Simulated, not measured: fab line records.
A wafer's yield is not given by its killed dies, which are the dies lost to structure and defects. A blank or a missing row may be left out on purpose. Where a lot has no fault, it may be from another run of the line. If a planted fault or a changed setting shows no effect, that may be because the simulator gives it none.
What tool caused it? / flow berkeley_cmos170 / 14 lots with 42 wafers sampled at 3 steps, on a route of 331 steps

WHAT THE GAUGES READ, wafer by wafer
UCB170_M3_RS_MEAS_02: measures by four-point-probe. Usual: M3_AL_RS gives 0.0321 ohm/sq (standard deviation 0.00043).
lot=L277; measured=day 7 22:16; on=film_metro-01; M3_AL_RS (ohm/sq)=0.0315 0.0317 0.0313; flag=
lot=L276; measured=day 7 22:45; on=film_metro-02; M3_AL_RS (ohm/sq)=0.0325 0.0326 0.0330; flag=
lot=L280; measured=day 8 17:51; on=film_metro-01; M3_AL_RS (ohm/sq)=0.0321 0.0324 0.0319; flag=
lot=L281; measured=day 8 18:11; on=film_metro-04; M3_AL_RS (ohm/sq)=0.0321 0.0321 0.0326; flag=
lot=L282; measured=day 9 06:27; on=film_metro-04; M3_AL_RS (ohm/sq)=0.0322 0.0321 0.0319; flag=
lot=L284; measured=day 9 14:56; on=film_metro-01; M3_AL_RS (ohm/sq)=0.0321 0.0322 0.0325; flag=
lot=L286; measured=day 9 23:19; on=film_metro-04; M3_AL_RS (ohm/sq)=0.0314 0.0324 0.0320; flag=
lot=L287; measured=day 10 04:03; on=film_metro-04; M3_AL_RS (ohm/sq)=0.0322 0.0313 0.0321; flag=
lot=L291; measured=day 10 14:49; on=film_metro-01; M3_AL_RS (ohm/sq)=0.0317 0.0315 0.0315; flag=
lot=L288; measured=day 10 15:07; on=film_metro-02; M3_AL_RS (ohm/sq)=0.0322 0.0362 0.0325; flag=OFF
lot=L290; measured=day 10 15:17; on=film_metro-02; M3_AL_RS (ohm/sq)=0.0356 0.0358 0.0323; flag=OFF
lot=L292; measured=day 11 10:31; on=film_metro-02; M3_AL_RS (ohm/sq)=0.0317 0.0317 0.0312; flag=
lot=L294; measured=day 11 11:23; on=film_metro-02; M3_AL_RS (ohm/sq)=0.0317 0.0322 0.0320; flag=
lot=L299; measured=day 12 09:07; on=film_metro-01; M3_AL_RS (ohm/sq)=0.0317 0.0321 0.0321; flag=

UCB170_M3_THK_MEAS_03: measures by xrf. Usual: M3_AL_THK gives 911 nm (standard deviation 12).
lot=L277; measured=day 7 22:23; on=film_metro-01; M3_AL_THK (nm)=921 916 919; flag=
lot=L276; measured=day 7 22:52; on=film_metro-02; M3_AL_THK (nm)=899 899 886; flag=
lot=L280; measured=day 8 17:58; on=film_metro-01; M3_AL_THK (nm)=914 901 913; flag=
lot=L281; measured=day 8 18:17; on=film_metro-04; M3_AL_THK (nm)=920 918 907; flag=
lot=L282; measured=day 9 06:33; on=film_metro-04; M3_AL_THK (nm)=905 910 917; flag=
lot=L284; measured=day 9 15:03; on=film_metro-01; M3_AL_THK (nm)=912 912 902; flag=
lot=L286; measured=day 9 23:26; on=film_metro-04; M3_AL_THK (nm)=935 907 918; flag=
lot=L287; measured=day 10 04:10; on=film_metro-04; M3_AL_THK (nm)=911 939 909; flag=
lot=L291; measured=day 10 14:56; on=film_metro-01; M3_AL_THK (nm)=924 931 927; flag=
lot=L288; measured=day 10 15:12; on=film_metro-02; M3_AL_THK (nm)=908 813 903; flag=OFF
lot=L290; measured=day 10 15:25; on=film_metro-02; M3_AL_THK (nm)=819 819 907; flag=OFF
lot=L292; measured=day 11 10:38; on=film_metro-02; M3_AL_THK (nm)=917 913 924; flag=
lot=L294; measured=day 11 11:29; on=film_metro-02; M3_AL_THK (nm)=915 904 910; flag=
lot=L299; measured=day 12 09:13; on=film_metro-01; M3_AL_THK (nm)=917 908 903; flag=

TOOL THAT RAN EACH LOT (tool first, then ch and the chambers of the sampled wafers, then the start)
lot=L277; UCB170_M3_SPUTTER_01=pvd_sputter-04, day 7 22:11
lot=L276; UCB170_M3_SPUTTER_01=pvd_sputter-01, day 7 22:39
lot=L280; UCB170_M3_SPUTTER_01=pvd_sputter-02, day 8 17:46
lot=L281; UCB170_M3_SPUTTER_01=pvd_sputter-01, day 8 18:04
lot=L282; UCB170_M3_SPUTTER_01=pvd_sputter-01, day 9 06:18
lot=L284; UCB170_M3_SPUTTER_01=pvd_sputter-04, day 9 14:50
lot=L286; UCB170_M3_SPUTTER_01=pvd_sputter-01, day 9 23:13
lot=L287; UCB170_M3_SPUTTER_01=pvd_sputter-01, day 10 03:58
lot=L291; UCB170_M3_SPUTTER_01=pvd_sputter-04, day 10 14:43
lot=L288; UCB170_M3_SPUTTER_01=pvd_sputter-01, day 10 14:58
lot=L290; UCB170_M3_SPUTTER_01=pvd_sputter-01, day 10 15:12
lot=L292; UCB170_M3_SPUTTER_01=pvd_sputter-04, day 11 10:25
lot=L294; UCB170_M3_SPUTTER_01=pvd_sputter-04, day 11 11:15
lot=L299; UCB170_M3_SPUTTER_01=pvd_sputter-04, day 12 09:00
- UCB170_M3_SPUTTER_01: material Al, target thk 900 nm, time 120 s.

WHAT THE TOOLS THEMSELVES READ (means of the sampled wafers that have a number; where no wafer has one, the mark that the record gives instead)
UCB170_M3_SPUTTER_01. Usual: chamber_pressure_pa 0.4999 Pa, standard deviation 0.001; throttle_valve_pct 30.3 %, standard deviation 0.83.
lot=L277; tool=pvd_sputter-04; chamber_pressure_pa (Pa)=0.5000; throttle_valve_pct (%)=30.8; flag=
lot=L276; tool=pvd_sputter-01; chamber_pressure_pa (Pa)=0.4997; throttle_valve_pct (%)=30.0; flag=
lot=L280; tool=pvd_sputter-02; chamber_pressure_pa (Pa)=0.4999; throttle_valve_pct (%)=30.6; flag=
lot=L281; tool=pvd_sputter-01; chamber_pressure_pa (Pa)=0.4997; throttle_valve_pct (%)=30.4; flag=
lot=L282; tool=pvd_sputter-01; chamber_pressure_pa (Pa)=0.5001; throttle_valve_pct (%)=30.1; flag=
lot=L284; tool=pvd_sputter-04; chamber_pressure_pa (Pa)=0.4993; throttle_valve_pct (%)=30.8; flag=
lot=L286; tool=pvd_sputter-01; chamber_pressure_pa (Pa)=0.5001; throttle_valve_pct (%)=29.2; flag=
lot=L287; tool=pvd_sputter-01; chamber_pressure_pa (Pa)=0.5004; throttle_valve_pct (%)=29.3; flag=
lot=L291; tool=pvd_sputter-04; chamber_pressure_pa (Pa)=0.5012; throttle_valve_pct (%)=30.7; flag=
lot=L288; tool=pvd_sputter-01; chamber_pressure_pa (Pa)=0.5001; throttle_valve_pct (%)=29.6; flag=
lot=L290; tool=pvd_sputter-01; chamber_pressure_pa (Pa)=0.5002; throttle_valve_pct (%)=29.2; flag=
lot=L292; tool=pvd_sputter-04; chamber_pressure_pa (Pa)=0.4999; throttle_valve_pct (%)=31.0; flag=
lot=L294; tool=pvd_sputter-04; chamber_pressure_pa (Pa)=0.5001; throttle_valve_pct (%)=31.1; flag=
lot=L299; tool=pvd_sputter-04; chamber_pressure_pa (Pa)=0.4998; throttle_valve_pct (%)=31.0; flag=

THE ANSWER, worked out from the rows above alone
Rule: a lot counts as off when the mean over its wafers that have a number is more than 3 standard deviations away from the usual mean. A lot without any number at a reading at which 4 lots or more have one is off too. All remaining lots with rows at the step are treated as sound. The gauges are gone through in route order, then the tools' own readings, and for those a lot's mean is taken as printed above. At the first step where some lot is off, the reading lying furthest off is the one used; lots without a number count as furthest.
Off: L288, L290, at UCB170_M3_RS_MEAS_02 (M3_AL_RS).
A tool fits if, at a process step before that reading, it ran every lot that is off, and no sound lot after the first of them. Those tools and the gauges at UCB170_M3_RS_MEAS_02 are tried in the same way. One fits: UCB170_M3_SPUTTER_01 on pvd_sputter-01. A fault onset in the window from L287 (day 10 03:58, its last sound lot) to L288 (day 10 14:58, its first lot off) fits.

WHAT THE SIMULATOR HAD PUT IN
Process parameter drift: pvd_sputter-01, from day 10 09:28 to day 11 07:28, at UCB170_M3_SPUTTER_01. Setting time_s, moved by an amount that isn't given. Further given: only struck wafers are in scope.
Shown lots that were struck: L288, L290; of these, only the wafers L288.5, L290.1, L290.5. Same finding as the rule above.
